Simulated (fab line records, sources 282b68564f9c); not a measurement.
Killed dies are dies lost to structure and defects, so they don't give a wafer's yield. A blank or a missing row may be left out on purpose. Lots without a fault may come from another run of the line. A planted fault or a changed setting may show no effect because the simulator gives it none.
One fault seen from 2 desks | flow rit_cmos | each desk has only its own numbers; what lay behind them comes last

THE METROLOGY DESK
What the gauges read, lot by lot, whatever tool the lot ran on: means of the sampled wafers that have a number. A lot is out of limits, marked OUT, if its mean lies more than 4 standard deviations from the usual mean; the brackets give that distance.
Columns: A = ACTIVE_OXIDE_THK at RIT_ACTIVE_THK_MEAS_02, usual 46.6 nm; B = cd_nm at RIT_ACTIVE_CD_MEAS_90, usual 1399.2 nm; C = FOX2_OXIDE_THK at RIT_FOX2_THK_MEAS_01, usual 349 nm; D = FIELD_OXIDE_LEFT_1_THK at RIT_FOX2_THK_MEAS_90, usual 321 nm; E = PWELL_TW at RIT_PWELL_TW_MEAS_10, usual 947; F = FIELD_OXIDE_LEFT_2_THK at RIT_FOX2_THK_MEAS_91, usual 253 nm
lot  | first seen here | A    | B      | C              | D              | E   | F
L515 | day 1 13:08     | 47.0 | 1401.6 | 349            | 321            | 938 | 253
L516 | day 1 17:04     | 44.2 | 1399.6 | 345            | 317            | 944 | 250
L517 | day 1 22:03     | 48.0 | 1401.3 | 351            | 323            | 942 | 255
L518 | day 2 03:07     | 46.4 | 1402.0 | 349            | 321            | 944 | 254
L519 | day 2 08:03     | 45.8 | 1398.3 | 346            | 320            | 945 | 251
L520 | day 2 13:04     | 47.5 | 1399.4 | 344            | 316            | 962 | 248
L522 | day 2 23:03     | 46.5 | 1396.6 | 346            | 318            | 941 | 250
L523 | day 3 04:04     | 46.1 | 1397.7 | 351            | 324            | 960 | 255
L525 | day 3 14:03     | 47.6 | 1399.6 | 305 (-9.0) OUT | 277 (-9.0) OUT | 938 | 208 (-8.8) OUT
L526 | day 3 19:04     | 46.1 | 1399.8 | 346            | 319            | 961 | 252
L528 | day 4 06:57     | 47.2 | 1400.6 | 349            | 322            | 963 | 254
L531 | day 4 20:03     | 46.9 | 1399.5 | 307 (-8.5) OUT | 280 (-8.3) OUT | 960 | 212 (-8.0) OUT
L536 | day 5 21:03     | 46.5 | 1397.3 | 365            | 338            | 938 | 271
L537 | day 6 02:42     | 47.8 | 1395.6 | 353            | 325            | 933 | 257
This desk's finding: out of limits on L525, L531; first on L525, day 3 20:53 (FOX2_OXIDE_THK at RIT_FOX2_THK_MEAS_01). In limits: L515, L516, L517, L518, L519, L520, L522, L523, L526, L528, L536, L537.

THE TOOL OWNER'S DESK: furnace-02
The tool's own readings at RIT_FOX2_OXIDATION_00 (target thk 350.7 nm, ox time 1130 s): means of the sampled wafers that have a number, for each lot that ran on this tool. A lot is out of limits, marked OUT, if its mean lies more than 4 standard deviations from the usual mean; the brackets give that distance.
Columns: A = spike_tc_centre_C at RIT_FOX2_OXIDATION_00, usual 1102.7 C; B = spike_tc_load_C at RIT_FOX2_OXIDATION_00, usual 1126 C; C = spike_tc_source_C at RIT_FOX2_OXIDATION_00, usual 1130.5 C; D = tube_center_temp_C at RIT_FOX2_OXIDATION_00, usual 1100 C; E = tube_center_temp_C_max at RIT_FOX2_OXIDATION_00, usual 1102.9
lot  | first seen here | A                | B               | C                | D                      | E
L515 | day 1 18:04     | 1102.3           | 1129            | 1130.3           | 1100                   | 1103.0
L517 | day 2 03:01     | 1103.2           | 1129            | 1129.9           | 1100                   | 1102.2
L523 | day 3 10:26     | 1103.8           | 1129            | 1131.0           | 1100                   | 1102.8
L525 | day 3 19:34     | 1079.5 (-18) OUT | 1104 (-5.4) OUT | 1105.5 (-23) OUT | 1075 (-99 or more) OUT | 1077.8 (-48) OUT
L531 | day 5 01:32     | 1078.3 (-19) OUT | 1104 (-5.4) OUT | 1104.2 (-24) OUT | 1075 (-99 or more) OUT | 1078.0 (-48) OUT
This desk's finding: out of limits on L525, L531; first on L525, day 3 19:34 (spike_tc_centre_C at RIT_FOX2_OXIDATION_00). In limits: L515, L517, L523.

PUT TOGETHER
The tool owner's desk could have raised an alarm at day 3 19:34, on L525, L531.
The metrology desk could have raised an alarm at day 3 20:53, on L525, L531.
Of the lots named, all ran RIT_FOX2_OXIDATION_00 on furnace-02.

WHAT THE SIMULATOR HAD PUT IN
Process parameter drift: furnace-02, from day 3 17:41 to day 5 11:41, at RIT_FOX2_OXIDATION_00. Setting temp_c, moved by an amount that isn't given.
Lots struck among those shown: L525, L531.
Hours from the fault's start to each desk's first reading out of limits: the tool owner's desk, 2; the metrology desk, 3.
